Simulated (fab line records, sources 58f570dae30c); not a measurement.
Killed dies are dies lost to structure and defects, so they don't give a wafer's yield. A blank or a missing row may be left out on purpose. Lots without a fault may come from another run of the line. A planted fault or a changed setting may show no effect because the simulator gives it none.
Problem report in the 8D (eight disciplines) form, filled by code | flow berkeley_cmos170 | the parts of the form that need people (team, actions taken, sign-off) are left out

1. THE PROBLEM
rf_fwd_power_W at UCB170_SPACER_CVD_00 reads a mean of 479.6 W on 6 wafers of 2 lots; wafers without a fault read 543.5 W with a standard deviation of 2.6. That is -25 standard deviations from the usual mean.
The step: deposits SiO2 from TEOS/O2, target thk 376 nm, time 47 s.
First seen on wafer L500.2, day 11 05:08, on pecvd-01. The record holds 18 wafers of 6 lots with a number at this step. Rule for "out", or "out of limits": more than 4 standard deviations from the usual mean. The other wafers with a number count as sound.

2. WHAT IT IS AND WHAT IT IS NOT
question                    | is                     | is not
which readings at this step | rf_fwd_power_W         | heater_power_w
which lots                  | L500, L501             | L485, L489, L497, L504
which wafers of those lots  | all that have a number | -
read on which tools         | pecvd-01               | pecvd-02, pecvd-03
when                        | from day 11 05:08      | up to then (9 sound wafers); but 3 sound wafers of L504 came after

3. SUSPECTS, AND WHAT RULES EACH OUT
Counting: a tool at a process step up to the reading stays a suspect if it ran every lot that is out and no sound lot after the first of them.
- pecvd-01 at UCB170_SPACER_CVD_00 (deposits SiO2 from TEOS/O2, target thk 376 nm, time 47 s): kept. It ran every lot that is out, first L500 (day 11 05:08), and no sound lot after that; its last sound lot up to then is L485 (day 8 02:14). Its own readings are out on those wafers: rf_fwd_power_W.
Left after counting: pecvd-01 at UCB170_SPACER_CVD_00.

4. THE CAUSE (what the simulator had put in)
Process parameter drift: pecvd-01, from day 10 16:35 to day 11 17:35, at UCB170_SPACER_CVD_00. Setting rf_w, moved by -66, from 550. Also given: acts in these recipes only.
Counting left only this tool.

5. THE CHAIN OF EFFECTS, in route order
Each row: a reading whose mean over the struck wafers that have a number lies more than 3 standard deviations from the usual. Only readings for which the record gives a usual standard deviation are gone through. hours: the time from each lot's start at the first step in this table that gives one to its start at this step, as a median over the lots. sigmas: the change in usual standard deviations.
hours | step                 | reading        | usual   | on struck wafers | change | sigmas
0     | UCB170_SPACER_CVD_00 | rf_fwd_power_W | 543.5 W | 479.6            | -63.9  | -25
The process steps in it:
- UCB170_SPACER_CVD_00: deposits SiO2 from TEOS/O2, target thk 376 nm, time 47 s.
Later measuring or inspecting steps at which every struck wafer that the step has a row for has a number for every such reading, and none has moved that far: UCB170_SPACER_THK_MEAS_01.

6. WHAT WOULD HAVE CAUGHT IT SOONER
In this record the first reading out of limits was taken at day 11 05:08, 13 hours after the fault began at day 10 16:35.
